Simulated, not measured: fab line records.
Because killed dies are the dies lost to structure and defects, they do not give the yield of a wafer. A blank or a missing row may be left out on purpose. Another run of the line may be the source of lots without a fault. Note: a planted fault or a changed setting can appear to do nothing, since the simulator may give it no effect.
fab line records	flow berkeleyCmos170
[record] lots = 5	wafers = 15	lastDay = 10
route steps=331 shown ZERO@9 NWELL@14 PWELL@34
lots with no fault: from the same line, run without faults
startH: start of the lot's first displayed wafer, in hours after the record's first day	waitH: hours since the lot's step before	" as in the row above	L1.1+2: a single row standing in for several wafers	- value missing, or start not given	* or withheld: withheld	< > ~ a bound
route shown NAME@n: names a module that has steps shown in the file, with the first one's number in the route	usual: mean/standard deviation of fault-free wafers	same: alike in all rows	chamber/n: place in a boat	sites: readings site by site	_std_site: the standard deviation of these	_edge_site: inner sites' mean taken away from outer sites' mean	radiusMm: for every site, how far away it sits from the centre of the wafer	mask NAME#n: copy n	behind: tool/chamber where the wafer was last shaped	hold: reason for holding the lot/hours on hold/outcome of the hold	device: whichever transistor did not switch (one of n, p or np)	end of line: the route-end tests of the same wafers	a step without rows: its recipe alone	killed: dies that structure and defects cost at the first sort, which is not the same as the wafer's yield	map: a wafer's dies, x killed, . not, _ none there
set.NAME: setting as actually run; set.NAME@STEP: the setting as run at that earlier step	model.NAME: the simulator's own value behind a step, which no gauge read
certain route steps with their lots: each step a table, each wafer a row
services: the hour from which a tool's chamber was out of use, counted from the record's first day as startH (under 0 if before that day), plus the number of hours and why
[[steps]]
[step UCB170_ZERO_EXPOSE_03]
[recipe] maskId = PM_MARKS	na = 0.5	sigmaOuter = 0.6	sourceShape = conventional	targetCdNm = 4000	doseMj = 30
[usual] stageVelMmS = 500.00/0.26
[same] sigmaOuter = 0.6
lot.wafer	tool	chamber	startH	waitH	mask	stageVelMmS
L074.2	krfScanner-02	0	20.81	0.2	PM_MARKS#0	500.10
L074.4	"	0	"	"	PM_MARKS#0	499.56
L074.6	"	0	"	"	PM_MARKS#0	500.27
L080.2	krfScanner-02	0	51.26	0.1	PM_MARKS#0	500.13
L080.4	"	0	"	"	PM_MARKS#0	500.03
L080.6	"	0	"	"	PM_MARKS#0	499.97
L083.1	krfScanner-01	0	63.12	0.1	PM_MARKS#0	499.98
L083.4	"	0	"	"	PM_MARKS#0	500.11
L083.6	"	0	"	"	PM_MARKS#0	500.15
L086.2	krfScanner-01	0	79.85	0.2	PM_MARKS#0	500.05
L086.3	"	0	"	"	PM_MARKS#0	500.03
L086.4	"	0	"	"	PM_MARKS#0	500.05
L088.2	krfScanner-02	0	87.91	0.1	PM_MARKS#0	500.36
L088.3	"	0	"	"	PM_MARKS#0	499.66
L088.6	"	0	"	"	PM_MARKS#0	500.36
[step UCB170_ZERO_PEB_04]
[recipe] pebTempC = 130	pebTimeS = withheld	resist = KrF
[usual] exhaustPa = 45.1/0.9	plateTempC = 129.99/0.14
lot.wafer	tool	chamber	startH	waitH	exhaustPa	plateTempC
L074.2	lithoTrack-03	0	21.47	0.6	43.7	129.94
L074.4	"	0	"	"	45.0	129.94
L074.6	"	0	"	"	46.1	130.06
L080.2	lithoTrack-03	0	51.54	0.3	45.5	130.04
L080.4	"	0	"	"	44.6	130.01
L080.6	"	0	"	"	45.5	130.21
L083.1	lithoTrack-03	0	63.45	0.3	47.3	129.75
L083.4	"	0	"	"	46.3	129.90
L083.6	"	0	"	"	46.1	129.98
L086.2	lithoTrack-03	0	80.32	0.4	44.8	130.05
L086.3	"	0	"	"	44.6	129.98
L086.4	"	0	"	"	44.7	130.30
L088.2	lithoTrack-03	0	88.14	0.2	44.9	130.03
L088.3	"	0	"	"	45.8	130.24
L088.6	"	0	"	"	43.3	130.14
[step UCB170_ZERO_DEVELOP_05]
[recipe] developer = TMAH	developTimeS = 45	resist = KrF	devTempC = 21
[usual] exhaustPa = 45.0/0.87
lot.wafer	tool	chamber	startH	waitH	exhaustPa
L074.2	lithoTrack-03	0	-	-	44.5
L074.4	"	0	"	"	44.6
L074.6	"	0	"	"	45.0
L080.2	lithoTrack-03	0	-	-	45.3
L080.4	"	0	"	"	44.0
L080.6	"	0	"	"	45.1
L083.1	lithoTrack-03	0	-	-	45.1
L083.4	"	0	"	"	43.7
L083.6	"	0	"	"	44.7
L086.2	lithoTrack-03	0	-	-	45.2
L086.3	"	0	"	"	45.4
L086.4	"	0	"	"	44.8
L088.2	lithoTrack-03	0	-	-	44.8
L088.3	"	0	"	"	45.1
L088.6	"	0	"	"	44.5
[step UCB170_ZERO_ETCH_06]
[recipe] chemistry = CHF3/CF4/Ar	target = SiO2	timeS = 12	pressureMtorr = 100	rfW = 500	CHF3_flow_sccm = 50	cf4FlowSccm = 10	Ar_flow_sccm = 120	overEtchFrac = 1.58
[usual] drypumpMotorCurrentA = 5.7/0.43	oesProductAu = 0.615/0.008	throttleValvePct = 9.24/0.1
lot.wafer	tool	chamber	startH	waitH	drypumpMotorCurrentA	oesProductAu	rfHoursCounterH	throttleValvePct
L074.2	rieDiel-04	3	21.72	-	5.2	0.622	42	9.17
L074.4	"	1	"	"	6.1	0.621	9	9.08
L074.6	"	1	"	"	6.0	0.630	-	9.07
L080.2	rieDiel-02	2	51.79	-	6.4	0.614	89	9.25
L080.4	"	0	"	"	5.9	0.620	145	9.19
L080.6	"	3	"	"	5.6	0.619	-	9.22
L083.1	rieDiel-04	2	63.73	-	5.5	0.627	47	9.08
L083.4	"	1	"	"	6.0	0.631	11	9.09
L083.6	"	3	"	"	5.2	0.619	-	9.17
L086.2	rieDiel-01	0	80.56	-	4.7	0.612	0	9.37
L086.3	"	2	"	"	5.5	0.616	14	9.27
L086.4	"	1	"	"	6.1	0.598	93	9.27
L088.2	rieDiel-02	3	88.39	-	5.5	0.617	142	9.23
L088.3	"	0	"	"	5.9	0.607	146	9.16
L088.6	"	2	"	"	6.4	0.622	-	9.23
[step UCB170_ZERO_STRIP_07]
[recipe] chemistry = O2	powerW = 400	pressureMtorr = 3500	platenTempC = withheld	o2FlowSccm = 400	overashFraction = 0.5
[usual] drypumpMotorCurrentA = 5.9/0.39	oesProductAu = 0.728/0.0042	stripTimeToEndpointS = 21.51/0.065
lot.wafer	tool	chamber	startH	waitH	drypumpMotorCurrentA	oesProductAu	rfHoursCounterH	stripTimeToEndpointS
L074.2	plasmaAsher-03	1	21.75	0.0	6.2	0.726	28	21.50
L074.4	"	1	"	"	6.2	0.730	-	21.56
L074.6	"	0	"	"	6.1	0.728	-	21.58
L080.2	plasmaAsher-01	0	51.82	0.0	6.0	0.734	33	21.53
L080.4	"	1	"	"	5.5	0.721	-	21.53
L080.6	"	0	"	"	6.0	0.719	-	21.45
L083.1	plasmaAsher-01	1	63.75	0.0	5.5	0.731	35	21.52
L083.4	"	1	"	"	5.5	0.726	-	21.52
L083.6	"	1	"	"	5.5	0.724	-	21.46
L086.2	plasmaAsher-04	0	80.59	0.0	6.2	0.720	38	21.54
L086.3	"	1	"	"	5.2	0.723	-	21.64
L086.4	"	0	"	"	6.2	0.723	-	21.60
L088.2	plasmaAsher-03	1	88.41	0.0	6.3	0.721	37	21.51
L088.3	"	1	"	"	6.2	0.729	-	21.55
L088.6	"	1	"	"	6.2	0.727	-	21.54
[step UCB170_NWELL_WET_ETCH_00]
[recipe] chemistry = dHF	dilution = 25:1	target = SiO2	tempC = 25	timeS = 200
lot.wafer	tool	chamber	startH	waitH
L074.2+4+6	wetBench-01	0	22.75	1.0
L080.2+4+6	wetBench-01	3	51.92	0.1
L083.1+4+6	wetBench-01	0	63.92	0.1
L086.2+3+4	wetBench-01	3	81.13	0.5
L088.2+3+6	wetBench-03	3	88.51	0.1
[step UCB170_NWELL_OXIDATION_01]
[recipe] tempC = 1000	ambient = O2	targetThkA = 264	oxTimeS = 1260
[usual] zonePowerCentrePct = 49/3.1
[same] oxTimeS = 1260
lot.wafer	tool	chamber	startH	waitH	zonePowerCentrePct
L074.2	furnace-04	0	23.70	0.9	46
L074.4	"	0	"	"	47
L074.6	"	0	"	"	47
L080.2	furnace-04	0	55.95	4.0	47
L080.4	"	0	"	"	46
L080.6	"	0	"	"	47
L083.1	furnace-02	0	67.12	3.1	47
L083.4	"	0	"	"	46
L083.6	"	0	"	"	47
L086.2	furnace-04	0	82.06	0.9	47
L086.3	"	0	"	"	46
L086.4	"	0	"	"	47
L088.2	furnace-01	0	88.61	0.0	52
L088.3	"	0	"	"	52
L088.6	"	0	"	"	54
[step UCB170_NWELL_THK_MEAS_02]
[recipe] reads = SiO2_of_NWELL_OXIDATION_01
[usual] NWELL_OXIDE_THK = 26.4/0.59
lot.wafer	tool	chamber	startH	waitH	NWELL_OXIDE_THK[nm]
L074.2	filmMetro-03	-	25.06	0.0	27.1
L074.4	"	-	"	"	27.0
L074.6	"	-	"	"	26.6
L080.2	filmMetro-03	-	57.31	0.0	27.2
L080.4	"	-	"	"	27.0
L080.6	"	-	"	"	27.1
L083.1	filmMetro-01	-	68.47	0.0	26.3
L083.4	"	-	"	"	25.8
L083.6	"	-	"	"	25.8
L086.2	filmMetro-04	-	83.42	0.0	26.4
L086.3	"	-	"	"	26.6
L086.4	"	-	"	"	26.3
L088.2	filmMetro-03	-	89.97	0.0	26.2
L088.3	"	-	"	"	26.3
L088.6	"	-	"	"	26.4
[step UCB170_NWELL_ANNEAL_03]
[recipe] tempC = 1000	timeS = 900	ambient = N2
[usual] zonePowerCentrePct = 50/3.3
lot.wafer	tool	chamber	startH	waitH	zonePowerCentrePct
L074.2	furnace-04	0	28.55	3.5	46
L074.4	"	0	"	"	47
L074.6	"	0	"	"	47
L080.2	furnace-01	0	60.56	3.2	53
L080.4	"	0	"	"	53
L080.6	"	0	"	"	54
L083.1	furnace-04	0	68.96	0.5	46
L083.4	"	0	"	"	47
L083.6	"	0	"	"	46
L086.2	furnace-01	0	87.36	3.9	53
L086.3	"	0	"	"	53
L086.4	"	0	"	"	53
L088.2	furnace-01	0	92.71	2.7	52
L088.3	"	0	"	"	53
L088.6	"	0	"	"	53
[step UCB170_NWELL_CVD_04]
[recipe] material = Si3N4	targetThkNm = 224	tempC = 800	precursor = SiH2Cl2/NH3	timeS = 3360	pressureMtorr = 200	sih2cl2FlowSccm = 25	nh3FlowSccm = 75
[usual] zonePowerCentrePct = 38.0/2.3
lot.wafer	tool	chamber	startH	waitH	zonePowerCentrePct
L074.2	lpcvd-01	1	29.80	0.0	39.6
L074.4	"	1	"	"	39.5
L074.6	"	1	"	"	39.6
L080.2	lpcvd-01	0	61.81	0.0	35.5
L080.4	"	0	"	"	35.4
L080.6	"	0	"	"	34.9
L083.1	lpcvd-02	1	70.21	0.0	37.6
L083.4	"	1	"	"	37.2
L083.6	"	1	"	"	38.1
L086.2	lpcvd-02	1	88.61	0.0	36.9
L086.3	"	1	"	"	37.9
L086.4	"	1	"	"	37.6
L088.2	lpcvd-01	0	93.96	0.0	35.1
L088.3	"	0	"	"	36.1
L088.6	"	0	"	"	35.3
[step UCB170_NWELL_THK_MEAS_05]
[recipe] reads = Si3N4_of_NWELL_CVD_04
[usual] NWELL_NITRIDE_THK = 223.9/2
lot.wafer	tool	chamber	startH	waitH	NWELL_NITRIDE_THK[nm]
L074.2	filmMetro-04	-	31.74	0.0	224.2
L074.4	"	-	"	"	224.2
L074.6	"	-	"	"	223.1
L080.2	filmMetro-03	-	63.77	0.0	225.2
L080.4	"	-	"	"	224.4
L080.6	"	-	"	"	226.4
L083.1	filmMetro-03	-	73.11	0.0	224.9
L083.4	"	-	"	"	224.7
L083.6	"	-	"	"	225.3
L086.2	filmMetro-04	-	90.56	0.0	223.3
L086.3	"	-	"	"	224.2
L086.4	"	-	"	"	223.4
L088.2	filmMetro-01	-	95.91	0.0	224.2
L088.3	"	-	"	"	223.5
L088.6	"	-	"	"	225.1
[step UCB170_NWELL_HMDS_06]
[recipe] primeTimeS = 60	primeTempC = 100
[usual] exhaustPa = 45.0/0.93
[same] primeTimeS = 60
lot.wafer	tool	chamber	startH	waitH	exhaustPa
L074.2	lithoTrack-01	0	32.02	0.3	44.2
L074.4	"	0	"	"	44.1
L074.6	"	0	"	"	45.3
L080.2	lithoTrack-03	0	63.85	0.1	47.7
L080.4	"	0	"	"	45.4
L080.6	"	0	"	"	46.8
L083.1	lithoTrack-01	0	73.60	0.5	45.7
L083.4	"	0	"	"	44.6
L083.6	"	0	"	"	45.1
L086.2	lithoTrack-03	0	90.77	0.2	44.8
L086.3	"	0	"	"	45.3
L086.4	"	0	"	"	44.9
L088.2	lithoTrack-04	0	96.43	0.5	45.7
L088.3	"	0	"	"	44.9
L088.6	"	0	"	"	44.6
[step UCB170_NWELL_COAT_07]
[recipe] resist = KrF	spinRpm = 1500	resistThkNm = 900
[usual] exhaustPa = 45.1/0.85
lot.wafer	tool	chamber	startH	waitH	exhaustPa
L074.2	lithoTrack-01	0	32.17	0.1	45.5
L074.4	"	0	"	"	45.4
L074.6	"	0	"	"	45.0
L080.2	lithoTrack-03	0	64.00	0.1	44.8
L080.4	"	0	"	"	45.0
L080.6	"	0	"	"	45.8
L083.1	lithoTrack-01	0	73.75	0.1	44.2
L083.4	"	0	"	"	45.6
L083.6	"	0	"	"	45.8
L086.2	lithoTrack-03	0	90.92	0.1	44.6
L086.3	"	0	"	"	43.7
L086.4	"	0	"	"	45.5
L088.2	lithoTrack-04	0	96.58	0.1	46.2
L088.3	"	0	"	"	46.0
L088.6	"	0	"	"	45.3
[step UCB170_NWELL_SOFTBAKE_08]
[recipe] resist = KrF	tempC = 130	timeS = 60
[usual] exhaustPa = 44.9/0.82	plateTempC = 130.03/0.15
lot.wafer	tool	chamber	startH	waitH	exhaustPa	plateTempC
L074.2	lithoTrack-01	0	32.32	0.1	44.0	129.90
L074.4	"	0	"	"	45.7	130.05
L074.6	"	0	"	"	44.9	130.02
L080.2	lithoTrack-03	0	64.15	0.1	44.1	129.82
L080.4	"	0	"	"	44.1	130.11
L080.6	"	0	"	"	44.9	130.10
L083.1	lithoTrack-01	0	73.90	0.1	43.4	129.85
L083.4	"	0	"	"	43.7	130.00
L083.6	"	0	"	"	44.6	129.92
L086.2	lithoTrack-03	0	91.07	0.1	44.8	129.64
L086.3	"	0	"	"	46.3	129.90
L086.4	"	0	"	"	44.9	129.99
L088.2	lithoTrack-04	0	96.73	0.1	45.1	130.05
L088.3	"	0	"	"	44.4	130.20
L088.6	"	0	"	"	44.9	129.88
[step UCB170_NWELL_EXPOSE_09]
[recipe] maskId = NWELL	targetCdNm = 3000	na = 0.5	sigmaOuter = 0.6	sourceShape = conventional	doseMj = 25
[usual] stageVelMmS = 499.99/0.26
[same] sigmaOuter = 0.6
lot.wafer	tool	chamber	startH	waitH	mask	stageVelMmS
L074.2	krfScanner-01	0	32.46	0.1	NWELL#0	500.05
L074.4	"	0	"	"	NWELL#0	499.87
L074.6	"	0	"	"	NWELL#0	500.11
L080.2	krfScanner-01	0	64.42	0.2	NWELL#0	500.16
L080.4	"	0	"	"	NWELL#0	500.20
L080.6	"	0	"	"	NWELL#0	499.85
L083.1	krfScanner-02	0	74.18	0.2	NWELL#0	499.87
L083.4	"	0	"	"	NWELL#0	499.79
L083.6	"	0	"	"	NWELL#0	499.81
L086.2	krfScanner-01	0	91.21	0.1	NWELL#0	500.01
L086.3	"	0	"	"	NWELL#0	499.99
L086.4	"	0	"	"	NWELL#0	499.68
L088.2	krfScanner-02	0	97.02	0.3	NWELL#0	499.72
L088.3	"	0	"	"	NWELL#0	499.74
L088.6	"	0	"	"	NWELL#0	500.14
[step UCB170_NWELL_PEB_10]
[recipe] pebTempC = 130	pebTimeS = withheld	resist = KrF
[usual] exhaustPa = 44.8/0.9	plateTempC = 129.99/0.15
lot.wafer	tool	chamber	startH	waitH	exhaustPa	plateTempC
L074.2	lithoTrack-03	0	32.82	0.3	43.4	130.06
L074.4	"	0	"	"	45.5	130.05
L074.6	"	0	"	"	45.7	130.05
L080.2	lithoTrack-01	0	64.65	0.2	44.4	130.09
L080.4	"	0	"	"	43.9	130.24
L080.6	"	0	"	"	44.3	130.23
L083.1	lithoTrack-03	0	74.79	0.6	45.1	129.93
L083.4	"	0	"	"	45.2	129.83
L083.6	"	0	"	"	45.2	129.86
L086.2	lithoTrack-04	0	91.70	0.5	45.3	129.96
L086.3	"	0	"	"	45.7	130.07
L086.4	"	0	"	"	45.5	129.93
L088.2	lithoTrack-04	0	97.33	0.3	44.9	129.85
L088.3	"	0	"	"	43.2	130.00
L088.6	"	0	"	"	44.4	129.83
[step UCB170_NWELL_DEVELOP_11]
[recipe] developer = TMAH	developTimeS = 45	resist = KrF	devTempC = 21
[usual] exhaustPa = 44.8/0.84
lot.wafer	tool	chamber	startH	waitH	exhaustPa
L074.2	lithoTrack-03	0	-	-	43.8
L074.4	"	0	"	"	44.0
L074.6	"	0	"	"	43.1
L080.2	lithoTrack-01	0	-	-	44.1
L080.4	"	0	"	"	44.8
L080.6	"	0	"	"	45.1
L083.1	lithoTrack-03	0	-	-	43.7
L083.4	"	0	"	"	43.1
L083.6	"	0	"	"	43.9
L086.2	lithoTrack-04	0	-	-	44.4
L086.3	"	0	"	"	44.9
L086.4	"	0	"	"	44.9
L088.2	lithoTrack-04	0	-	-	45.1
L088.3	"	0	"	"	46.0
L088.6	"	0	"	"	45.0
[step UCB170_NWELL_OVL_MEAS_12]
[usual] NWELL_OVL = -1/5.6
lot.wafer	tool	chamber	startH	waitH	NWELL_OVL[nm]
L074.2	overlay-02	-	33.08	-	-4
L074.4	"	-	"	"	-1
L074.6	"	-	"	"	1
L080.2	overlay-02	-	64.91	-	-1
L080.4	"	-	"	"	-3
L080.6	"	-	"	"	-3
L083.1	overlay-02	-	75.06	-	-1
L083.4	"	-	"	"	3
L083.6	"	-	"	"	6
L086.2	overlay-01	-	91.96	-	6
L086.3	"	-	"	"	0
L086.4	"	-	"	"	5
L088.2	overlay-02	-	97.58	-	3
L088.3	"	-	"	"	-12
L088.6	"	-	"	"	6
[step UCB170_NWELL_ETCH_13]
[recipe] chemistry = CH3F/Ar/O2	target = Si3N4	stopOn = SiO2	CH3F_flow_sccm = 20	Ar_flow_sccm = 50	O2_flow_sccm = 7	pressureMtorr = 50	rfW = 450	targetDepthA = 2464	overEtchFrac = 0.1	timeS = 154
[usual] drypumpMotorCurrentA = 5.9/0.45	oesProductAu = 0.934/0.013	throttleValvePct = 8.05/0.06
lot.wafer	tool	chamber	startH	waitH	drypumpMotorCurrentA	oesProductAu	rfHoursCounterH	throttleValvePct
L074.2	rieDiel-03	1	33.11	0.0	6.3	0.935	177	8.02
L074.4	"	2	"	"	6.5	0.948	47	8.06
L074.6	"	1	"	"	6.3	0.931	-	8.00
L080.2	rieDiel-03	2	64.94	0.0	6.5	0.949	49	8.05
L080.4	"	1	"	"	6.3	0.920	1	8.04
L080.6	"	1	"	"	6.3	0.925	-	8.02
L083.1	rieDiel-03	0	75.10	0.0	5.6	0.936	152	8.06
L083.4	"	1	"	"	6.3	0.917	1	8.02
L083.6	"	3	"	"	5.7	0.911	-	8.01
L086.2	rieDiel-03	1	91.99	0.0	6.3	0.913	2	8.02
L086.3	"	0	"	"	5.6	0.941	153	8.07
L086.4	"	2	"	"	6.6	0.939	51	8.04
L088.2	rieDiel-03	2	97.61	0.0	6.6	0.944	51	8.05
L088.3	"	0	"	"	5.7	0.946	153	8.06
L088.6	"	1	"	"	6.3	0.928	-	8.01
[step UCB170_NWELL_IMPLANT_14]
[recipe] species = P	doseCm2 = 1e+13	energyKev = 150	tiltDeg = 7
[usual] faradayCurrentUA = 31.8/0.64
[same] implantIonAmu = 31
lot.wafer	tool	chamber	startH	waitH	faradayCurrentUA
L074.2	implanter-04	0	33.41	0.3	31.7
L074.4	"	0	"	"	32.7
L074.6	"	0	"	"	31.9
L080.2	implanter-03	0	65.07	0.1	31.7
L080.4	"	0	"	"	32.1
L080.6	"	0	"	"	31.6
L083.1	implanter-03	0	75.20	0.1	31.5
L083.4	"	0	"	"	31.3
L083.6	"	0	"	"	31.5
L086.2	implanter-03	0	92.12	0.1	32.3
L086.3	"	0	"	"	32.2
L086.4	"	0	"	"	32.7
L088.2	implanter-03	0	97.74	0.1	31.0
L088.3	"	0	"	"	31.1
L088.6	"	0	"	"	32.0
[step UCB170_NWELL_STRIP_15]
[recipe] chemistry = O2	powerW = 400	pressureMtorr = 3500	platenTempC = withheld	o2FlowSccm = 400	overashFraction = 0.5
[usual] drypumpMotorCurrentA = 6.0/0.36	oesProductAu = 0.721/0.0043	stripTimeToEndpointS = 18.04/0.085
lot.wafer	tool	chamber	startH	waitH	drypumpMotorCurrentA	oesProductAu	rfHoursCounterH	stripTimeToEndpointS
L074.2	plasmaAsher-03	0	33.53	0.1	6.1	0.719	30	18.12
L074.4	"	0	"	"	6.1	0.720	-	18.04
L074.6	"	0	"	"	6.1	0.716	-	18.09
L080.2	plasmaAsher-02	1	65.19	0.1	6.2	0.722	23	18.15
L080.4	"	1	"	"	6.2	0.726	-	18.08
L080.6	"	1	"	"	6.2	0.722	-	18.16
L083.1	plasmaAsher-03	0	75.35	0.1	6.1	0.730	35	18.07
L083.4	"	1	"	"	6.3	0.718	-	18.04
L083.6	"	1	"	"	6.3	0.723	-	18.01
L086.2	plasmaAsher-02	1	92.24	0.1	6.2	0.712	26	18.08
L086.3	"	1	"	"	6.2	0.722	-	18.04
L086.4	"	0	"	"	5.5	0.722	-	18.06
L088.2	plasmaAsher-03	0	97.87	0.1	6.1	0.719	38	18.09
L088.3	"	1	"	"	6.3	0.720	-	18.03
L088.6	"	1	"	"	6.3	0.726	-	18.05
[step UCB170_NWELL_TW_MEAS_16]
[usual] NWELL_TW = 1252/13
lot.wafer	tool	chamber	startH	waitH	NWELL_TW
L074.2	filmMetro-01	-	33.64	0.1	1257
L074.4	"	-	"	"	1248
L074.6	"	-	"	"	1253
L080.2	filmMetro-03	-	65.30	0.1	1234
L080.4	"	-	"	"	1237
L080.6	"	-	"	"	1241
L083.1	filmMetro-01	-	75.45	0.1	1265
L083.4	"	-	"	"	1267
L083.6	"	-	"	"	1266
L086.2	filmMetro-04	-	92.35	0.1	1252
L086.3	"	-	"	"	1251
L086.4	"	-	"	"	1252
L088.2	filmMetro-04	-	97.98	0.1	1248
L088.3	"	-	"	"	1257
L088.6	"	-	"	"	1255
[step UCB170_NWELL_CLEAN_17]
[recipe] chemistry = SPM	tempC = 120	timeS = 600
lot.wafer	tool	chamber	startH	waitH
L074.2+4+6	wetBench-04	3	33.69	0.0
L080.2+4+6	wetBench-01	0	65.35	0.0
L083.1+4+6	wetBench-03	2	75.51	0.1
L086.2+3+4	wetBench-04	2	92.40	0.0
L088.2+3+6	wetBench-04	0	100.93	2.9
[step UCB170_NWELL_WET_ETCH_18]
[recipe] chemistry = H3PO4	target = Si3N4	tempC = 160	timeS = 14400
lot.wafer	tool	chamber	startH	waitH
L074.2+4+6	wetBench-03	0	33.88	0.0
L080.2+4+6	wetBench-01	1	65.54	0.0
L083.1+4+6	wetBench-04	3	75.70	0.0
L086.2+3+4	wetBench-01	2	92.59	0.0
L088.2+3+6	wetBench-04	2	101.45	0.3
[step UCB170_NWELL_WET_ETCH_19]
[recipe] chemistry = BOE	dilution = 5:1	target = SiO2	tempC = 25	timeS = 22
lot.wafer	tool	chamber	startH	waitH
L074.2+4+6	wetBench-01	0	38.26	0.0
L080.2+4+6	wetBench-01	2	70.13	0.2
L083.1+4+6	wetBench-01	2	80.76	1.1
L086.2+3+4	wetBench-01	1	96.61	0.0
L088.2+3+6	wetBench-04	2	105.46	0.0
[step UCB170_PWELL_CLEAN_00]
[recipe] chemistry = SPM	tempC = 120	timeS = 600
lot.wafer	tool	chamber	startH	waitH
L074.2+4+6	wetBench-03	0	38.27	0.0
L080.2+4+6	wetBench-01	3	70.50	0.3
L083.1+4+6	wetBench-01	3	81.19	0.4
L086.2+3+4	wetBench-01	0	96.63	0.0
L088.2+3+6	wetBench-04	3	105.48	0.0
[step UCB170_PWELL_CLEAN_01]
[recipe] chemistry = dHF	dilution = 25:1	timeS = 60
lot.wafer	tool	chamber	startH	waitH
L074.2+4+6	wetBench-01	3	38.50	0.0
L080.2+4+6	wetBench-01	1	71.20	0.5
L083.1+4+6	wetBench-03	1	82.48	1.1
L086.2+3+4	wetBench-01	3	96.80	0.0
L088.2+3+6	wetBench-03	3	105.65	0.0
[step UCB170_PWELL_OXIDATION_02]
[recipe] tempC = 1000	ambient = O2	targetThkA = 264	oxTimeS = 1260
[usual] zonePowerCentrePct = 49/3
[same] oxTimeS = 1260
lot.wafer	tool	chamber	startH	waitH	zonePowerCentrePct
L074.2	furnace-03	0	40.59	2.1	47
L074.4	"	0	"	"	47
L074.6	"	0	"	"	47
L080.2	furnace-03	0	73.99	2.8	47
L080.4	"	0	"	"	47
L080.6	"	0	"	"	47
L083.1	furnace-03	0	84.76	2.2	46
L083.4	"	0	"	"	47
L083.6	"	0	"	"	46
L086.2	furnace-01	0	102.01	5.2	53
L086.3	"	0	"	"	54
L086.4	"	0	"	"	53
L088.2	furnace-04	0	108.37	2.7	47
L088.3	"	0	"	"	46
L088.6	"	0	"	"	46
[step UCB170_PWELL_THK_MEAS_03]
[recipe] reads = SiO2_of_PWELL_OXIDATION_02
[usual] PWELL_OXIDE_THK = 26.4/0.5
lot.wafer	tool	chamber	startH	waitH	PWELL_OXIDE_THK[nm]
L074.2	filmMetro-03	-	41.95	0.0	25.8
L074.4	"	-	"	"	25.5
L074.6	"	-	"	"	25.3
L080.2	filmMetro-03	-	75.35	0.0	26.5
L080.4	"	-	"	"	26.4
L080.6	"	-	"	"	26.5
L083.1	filmMetro-03	-	86.11	0.0	25.6
L083.4	"	-	"	"	25.7
L083.6	"	-	"	"	26.0
L086.2	filmMetro-03	-	103.37	0.0	26.5
L086.3	"	-	"	"	26.2
L086.4	"	-	"	"	27.0
L088.2	filmMetro-01	-	109.73	0.0	26.2
L088.3	"	-	"	"	26.5
L088.6	"	-	"	"	26.1
[step UCB170_PWELL_ANNEAL_04]
[recipe] tempC = 1000	timeS = 900	ambient = N2
[usual] zonePowerCentrePct = 49/3
lot.wafer	tool	chamber	startH	waitH	zonePowerCentrePct
L074.2	furnace-04	0	46.36	4.4	47
L074.4	"	0	"	"	47
L074.6	"	0	"	"	47
L080.2	furnace-03	0	79.17	3.8	47
L080.4	"	0	"	"	48
L080.6	"	0	"	"	48
L083.1	furnace-01	0	91.46	5.3	53
L083.4	"	0	"	"	53
L083.6	"	0	"	"	54
L086.2	furnace-01	0	107.30	3.9	52
L086.3	"	0	"	"	53
L086.4	"	0	"	"	53
L088.2	furnace-04	0	111.22	1.5	46
L088.3	"	0	"	"	47
L088.6	"	0	"	"	47
[step UCB170_PWELL_CVD_05]
[recipe] material = Si3N4	targetThkNm = 220	tempC = 800	precursor = SiH2Cl2/NH3	timeS = 3300	pressureMtorr = 200	sih2cl2FlowSccm = 25	nh3FlowSccm = 75
[usual] zonePowerCentrePct = 39.0/2.1
lot.wafer	tool	chamber	startH	waitH	zonePowerCentrePct
L074.2	lpcvd-02	1	47.61	0.0	37.7
L074.4	"	1	"	"	37.1
L074.6	"	1	"	"	37.7
L080.2	lpcvd-01	1	80.42	0.0	39.2
L080.4	"	1	"	"	39.5
L080.6	"	1	"	"	38.9
L083.1	lpcvd-02	1	92.97	0.3	37.3
L083.4	"	1	"	"	37.6
L083.6	"	1	"	"	36.9
L086.2	lpcvd-02	0	108.55	0.0	41.9
L086.3	"	0	"	"	41.8
L086.4	"	0	"	"	42.0
L088.2	lpcvd-02	0	112.47	0.0	41.2
L088.3	"	0	"	"	41.1
L088.6	"	0	"	"	40.9
[step UCB170_PWELL_THK_MEAS_06]
[recipe] reads = Si3N4_of_PWELL_CVD_05
[usual] PWELL_NITRIDE_THK = 220.0/2
lot.wafer	tool	chamber	startH	waitH	PWELL_NITRIDE_THK[nm]
L074.2	filmMetro-01	-	49.81	0.3	218.6
L074.4	"	-	"	"	217.8
L074.6	"	-	"	"	218.6
L080.2	filmMetro-01	-	83.31	0.0	224.9
L080.4	"	-	"	"	224.1
L080.6	"	-	"	"	222.3
L083.1	filmMetro-02	-	94.92	0.0	219.6
L083.4	"	-	"	"	219.5
L083.6	"	-	"	"	219.8
L086.2	filmMetro-03	-	110.47	0.0	218.7
L086.3	"	-	"	"	220.3
L086.4	"	-	"	"	220.2
L088.2	filmMetro-01	-	114.40	0.0	221.4
L088.3	"	-	"	"	219.4
L088.6	"	-	"	"	219.7
[[services]]
tool	chamber	startH	hours	kind
krfScanner-02	-	0.76	1.3	pm
plasmaAsher-04	-	2.17	2.8	pm
wetBench-03	-	3.06	2.7	repair
plasmaAsher-02	-	3.25	0.9	repair
furnace-03	-	10.10	3.9	pm
krfScanner-01	-	15.03	1.0	pm
rieDiel-02	1	15.46	10.8	repair
plasmaAsher-03	-	18.00	0.7	repair
plasmaAsher-02	-	30.14	3.9	repair
krfScanner-02	-	41.06	0.8	pm
wetBench-04	-	45.21	1.9	pm
krfScanner-01	-	49.78	0.5	repair
furnace-01	-	54.01	3.7	pm
krfScanner-01	-	60.50	0.2	repair
rieDiel-03	-	68.72	0.4	repair
furnace-03	-	71.14	2.8	pm
krfScanner-01	-	74.54	0.8	pm
wetBench-03	-	80.35	1.9	pm
furnace-04	-	83.41	8.1	pm
plasmaAsher-02	-	100.36	1.8	repair
rieDiel-03	0	100.96	4.4	repair
rieDiel-04	1	104.51	4.3	repair
rieDiel-03	3	108.19	11.6	repair
plasmaAsher-03	-	108.75	9.0	pm
[[key]]
fault none
